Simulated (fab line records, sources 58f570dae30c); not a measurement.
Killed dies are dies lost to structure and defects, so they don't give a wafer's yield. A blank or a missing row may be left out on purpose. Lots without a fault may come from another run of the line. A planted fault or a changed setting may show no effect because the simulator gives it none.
Which tool did it? | flow berkeley_cmos170 | 14 lots, 42 wafers sampled, at 2 steps of a route of 331

WHAT THE GAUGES READ, wafer by wafer
UCB170_PLDD_CD_MEAS_06: target cd 1200 nm. Usual: cd_nm 1199.9 nm, standard deviation 1.3.
lot  | measured     | on        | cd_nm (nm)                                | flag
L964 | day 6 16:06  | cd_sem-02 | 1198.6 1198.5 1197.9                      |
L962 | day 6 16:12  | cd_sem-01 | 1197.7 1201.1 1200.8                      |
L965 | day 6 19:01  | cd_sem-02 | 1197.4 1197.5 1198.0                      |
L966 | day 6 19:20  | cd_sem-01 | 1200.7 1199.7 1201.2                      |
L967 | day 7 09:52  | cd_sem-01 | 1199.2 1199.2 1199.3                      |
L968 | day 7 09:38  | cd_sem-01 | 1199.2 1200.1 1199.3                      |
L969 | day 7 15:25  | cd_sem-02 | 1200.9 1202.2 1201.4                      |
L970 | day 8 05:02  | cd_sem-01 | 1200.4 1199.4 1199.6                      |
L972 | day 8 18:20  | cd_sem-02 | 1204.9 1205.9 1205.6 1204.7 1205.8 1205.4 | OFF
L975 | day 8 23:13  | cd_sem-01 | 1201.9 1200.4 1200.9                      |
L979 | day 9 14:23  | cd_sem-01 | 1206.3 1205.1 1205.8 1206.4 1204.6 1205.8 | OFF
L982 | day 10 07:43 | cd_sem-01 | 1200.9 1202.4 1200.9                      |
L981 | day 10 08:10 | cd_sem-02 | 1200.0 1200.0 1200.1                      |
L980 | day 10 08:01 | cd_sem-01 | 1199.1 1200.3 1200.2                      |

WHICH TOOL RAN EACH LOT (tool, then ch and the chambers of the sampled wafers, then the start)
lot  | UCB170_PLDD_SOFTBAKE_02
L964 | litho_track-01 ch 0, day 6 14:50
L962 | litho_track-02 ch 0, day 6 14:57
L965 | litho_track-02 ch 0, day 6 18:21
L966 | litho_track-01 ch 0, day 6 18:41
L967 | litho_track-02 ch 0, day 7 08:58
L968 | litho_track-04 ch 0, day 7 08:59
L969 | litho_track-02 ch 0, day 7 14:45
L970 | litho_track-01 ch 0, day 8 04:10
L972 | litho_track-01 ch 0, day 8 17:40
L975 | litho_track-02 ch 0, day 8 22:14
L979 | litho_track-01 ch 0, day 9 13:14
L982 | litho_track-04 ch 0, day 10 06:34
L981 | litho_track-02 ch 0, day 10 07:01
L980 | litho_track-04 ch 0, day 10 07:02
- UCB170_PLDD_SOFTBAKE_02: time 60 s.

WHAT THE TOOLS THEMSELVES READ (means of the sampled wafers that have a number; where no wafer has one, the mark that the record gives instead)
UCB170_PLDD_SOFTBAKE_02. Usual: chill_plate_temp_C 23.02 C, standard deviation 0.1; heater_power_total_W 56.80 W, standard deviation 0.043; plate_temp_C 130.00 C, standard deviation 0.13.
lot  | tool           | chill_plate_temp_C (C) | heater_power_total_W (W) | plate_temp_C (C) | flag
L964 | litho_track-01 | 23.02                  | 56.74                    | 130.06           |
L962 | litho_track-02 | 23.04                  | 56.82                    | 129.91           |
L965 | litho_track-02 | 22.96                  | 56.79                    | 130.09           |
L966 | litho_track-01 | 23.02                  | 56.77                    | 130.11           |
L967 | litho_track-02 | 23.16                  | 56.80                    | 129.90           |
L968 | litho_track-04 | 22.96                  | 56.79                    | 130.18           |
L969 | litho_track-02 | 23.17                  | 56.81                    | 130.09           |
L970 | litho_track-01 | 23.10                  | 56.82                    | 129.94           |
L972 | litho_track-01 | 23.02                  | 57.99                    | 132.06           | OFF
L975 | litho_track-02 | 23.03                  | 56.82                    | 130.03           |
L979 | litho_track-01 | 23.04                  | 58.03                    | 132.10           | OFF
L982 | litho_track-04 | 22.97                  | 56.87                    | 129.96           |
L981 | litho_track-02 | 23.12                  | 56.82                    | 129.94           |
L980 | litho_track-04 | 23.06                  | 56.82                    | 129.93           |

THE ANSWER, worked out from the rows above alone
Rule: a lot is off if the mean of its wafers that have a number lies more than 3 standard deviations from the usual mean. A lot without any number at a reading at which 4 lots or more have one is off too. The other lots that the step has rows for count as sound. The gauges are gone through in route order, then the tools' own readings, and for those a lot's mean is taken as printed above. The first step at which some lot is off is used, and at that step the reading that is off furthest; a lot without a number counts as furthest.
Off: L972, L979, at UCB170_PLDD_CD_MEAS_06 (cd_nm).
A tool fits if, at a process step before that reading, it ran every lot that is off, and no sound lot after the first of them. The gauges at UCB170_PLDD_CD_MEAS_06 aren't tried: what is off there is off at UCB170_PLDD_SOFTBAKE_02 too, on other tools, and a gauge's error can't cause that. One fits: litho_track-01 at UCB170_PLDD_SOFTBAKE_02. Its last sound lot is L970 (day 8 04:10), its first lot that is off L972 (day 8 17:40): a fault that began between those two fits.
The tool's own readings at UCB170_PLDD_SOFTBAKE_02 bear it out: on the lots that are off they differ by more than 5 times the standard deviation of the sound lots' means. heater_power_total_W reads 58.01 W there against 56.81 W on the sound lots; plate_temp_C reads 132.08 C there against 130.01 C on the sound lots.

WHAT THE SIMULATOR HAD PUT IN
Process parameter drift: litho_track-01, from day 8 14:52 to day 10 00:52, at UCB170_PLDD_SOFTBAKE_02. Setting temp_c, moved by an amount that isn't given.
Lots struck among those shown: L972, L979. The rule above found the same.
